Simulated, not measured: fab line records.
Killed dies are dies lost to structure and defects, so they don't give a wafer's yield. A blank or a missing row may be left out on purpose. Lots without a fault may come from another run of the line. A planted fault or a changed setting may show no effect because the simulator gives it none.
Split-lot study + flow berkeleyCmos170 + route with 331 steps; 5 lots, 23 wafers read

== ON THE SPLIT ==
At UCB170_M3_SPUTTER_01 (material Al, target thk 900 nm, time 120 s), the setting timeS was moved away from the recipe's 120 s on 8 of the 23 wafers read, by -11.7% to +12.5%. This setting was run at the recipe's value on the other wafers.

== SPLIT TO READING: what lies between them in the file, 1 step ==
- UCB170_M3_RS_MEAS_02: measures by four-point-probe

== THE READING ==
M3_AL_THK, in nm, at UCB170_M3_THK_MEAS_03 (measures by xrf). On this fab line, fault-free wafers typically give 894 nm with a standard deviation of 9.7 nm.

| wafer  | tool, chamber at the split | timeS as run, s | against the recipe | M3_AL_THK, nm | against lot-mates on the recipe |
|--------|----------------------------|-----------------|--------------------|---------------|---------------------------------|
| L076.1 | pvdSputter-03, -           | 120             | recipe             | 894           | -                               |
| L076.4 | pvdSputter-03, -           | 120             | recipe             | 890           | -                               |
| L076.6 | pvdSputter-03, -           | 120             | recipe             | 890           | -                               |
| L079.1 | pvdSputter-01, -           | 120             | recipe             | 894           | -                               |
| L079.2 | pvdSputter-01, -           | 120             | recipe             | 893           | -                               |
| L079.3 | pvdSputter-01, -           | 105.9           | -11.7%             | 799           | -96                             |
| L079.4 | pvdSputter-01, -           | 120             | recipe             | 898           | -                               |
| L079.5 | pvdSputter-01, -           | 105.9           | -11.7%             | 781           | -114                            |
| L084.1 | pvdSputter-04, -           | 120             | recipe             | 888           | -                               |
| L084.2 | pvdSputter-04, -           | 124.6           | +3.8%              | 934           | +46                             |
| L084.4 | pvdSputter-04, -           | 120             | recipe             | 888           | -                               |
| L084.5 | pvdSputter-04, -           | 124.6           | +3.8%              | 935           | +47                             |
| L084.6 | pvdSputter-04, -           | 124.6           | +3.8%              | 939           | +51                             |
| L081.1 | pvdSputter-03, -           | 135             | +12.5%             | 1028          | +122                            |
| L081.2 | pvdSputter-03, -           | 135             | +12.5%             | 1012          | +106                            |
| L081.3 | pvdSputter-03, -           | 120             | recipe             | 903           | -                               |
| L081.5 | pvdSputter-03, -           | 135             | +12.5%             | 1018          | +112                            |
| L081.6 | pvdSputter-03, -           | 120             | recipe             | 908           | -                               |
| L082.2 | pvdSputter-01, -           | 120             | recipe             | 880           | -                               |
| L082.3 | pvdSputter-01, -           | 120             | recipe             | 878           | -                               |
| L082.4 | pvdSputter-01, -           | 120             | recipe             | 891           | -                               |
| L082.5 | pvdSputter-01, -           | 120             | recipe             | 879           | -                               |
| L082.6 | pvdSputter-01, -           | 120             | recipe             | 888           | -                               |

FIT RESULTS
A straight line over all 23 wafers: M3_AL_THK changes by +9.67 nm for each +1% of timeS; r = +0.99; the points scatter about the line by 9.1 nm.
The same after taking each lot's own level away (the mean of its wafers on the recipe; 23 wafers): +9.18 nm for each +1%; r = +0.99; scatter 6.6 nm.
The reading moves by 1.1e+02 nm for the largest change in timeS, on that fit.
Measured against the standard deviation above, the lots' own levels, which go from 883.2 to 905.5 nm, span 2.3 times it.
Consequently the slope shifts little with the lot-to-lot level, the two slopes agreeing.
Check: for one of the wafers moved furthest among these (+12.5%), held out of the fit, the line's prediction against its lot-mates is +115 nm. It came out at +122 nm against them.

== THE WHOLE CHAIN: every reading that the file lists as answering this split, in the file's order ==
| step                  | what it does                               | reading                                                                    | change (the file's fit)               | r (the file's) |
|-----------------------|--------------------------------------------|----------------------------------------------------------------------------|---------------------------------------|----------------|
| UCB170_M3_SPUTTER_01  | material Al, target thk 900 nm, time 120 s | Al_of_M3_SPUTTER_01.thkNm (the simulator's own value, which no gauge read) | +9.28 nm for each +1% of the setting  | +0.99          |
| UCB170_M3_RS_MEAS_02  | measures by four-point-probe               | M3_AL_RS                                                                   | -0.000336 for each +1% of the setting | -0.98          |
| UCB170_M3_THK_MEAS_03 | measures by xrf                            | M3_AL_THK                                                                  | +9.2 for each +1% of the setting      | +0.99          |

== THE FILE'S OWN FIT ==
M3_AL_THK changes by +9.2 nm for each +1% of timeS, r = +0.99.
